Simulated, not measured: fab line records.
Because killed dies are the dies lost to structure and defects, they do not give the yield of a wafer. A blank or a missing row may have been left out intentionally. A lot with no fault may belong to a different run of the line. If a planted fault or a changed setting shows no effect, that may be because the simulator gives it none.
Code-filled problem report in 8D (eight disciplines) form / flow ritCmos / the parts of the form that need people (team, actions taken, sign-off) are left out

== 1. THE PROBLEM ==
Mean of spinSpeedRpm at RIT_PLDD_COAT_01: 3428.2 rpm across 6 wafers in 2 lots; on wafers with no fault it is 3249.8 rpm (standard deviation 2.4). That puts it +74 standard deviations away from the usual mean.
The step: resist thk 1000 nm.
Earliest sighting: wafer L640.3 on lithoTrack-02 at day 4 06:21. The record has a number at this step for 42 wafers belonging to 14 lots. Rule for "out", or "out of limits": more than 4 standard deviations from the usual mean. All remaining wafers that have a number are taken as sound.

== 2. WHAT IT IS; WHAT IT IS NOT ==
question=which readings at this step | is=spinSpeedRpm | is not=-
question=which lots | is=L640, L643 | is not=L634, L636, L637, L638, L639, L651, L652, L653, L654, L655, L656, L657
question=which wafers of those lots | is=all that have a number | is not=-
question=read on which tools | is=lithoTrack-02 | is not=lithoTrack-03, lithoTrack-04
question=when | is=from day 4 06:21 | is not=up to then (15 sound wafers); but 21 sound wafers of L651, L652, L653, L654, L655, L656, L657 came after

== 3. WHAT RULES OUT EACH SUSPECT ==
Counting: a tool stays on the suspect list if, at a process step up to the reading, it processed all lots that are out and no sound lot following the first of them.
- lithoTrack-02 at RIT_PLDD_COAT_01 (resist thk 1000 nm): ruled out as a lasting fault. After its first lot that is out, L640 (day 4 06:21), sound lots L654 ran on it.
Left after counting: nothing in the record.

== 4. THE CAUSE (what the simulator had put in) ==
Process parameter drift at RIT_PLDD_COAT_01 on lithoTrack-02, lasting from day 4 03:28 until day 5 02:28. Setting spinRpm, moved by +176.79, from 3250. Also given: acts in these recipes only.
Counting ruled it out, wrongly.

== 5. SEQUENCE OF EFFECTS, ordered by route ==
Each row: a reading where the mean over the struck wafers with a number is more than 3 standard deviations away from the usual. Readings are gone through only where the record gives a usual standard deviation; hours: the median, over the lots, of the time from a lot's start at the first step in this table giving one to that lot's start at this step; sigmas: the change measured in usual standard deviations.
hours=0; step=RIT_PLDD_COAT_01; reading=spinSpeedRpm; usual=3249.8 rpm; on struck wafers=3428.2; change=+178.4; sigmas=+74
The process steps in it:
- RIT_PLDD_COAT_01: resist thk 1000 nm.

== 6. HOW IT WOULD HAVE BEEN CAUGHT EARLIER ==
In this record no reading fell out of limits until day 4 06:21, 3 hours after the fault had begun at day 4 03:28.
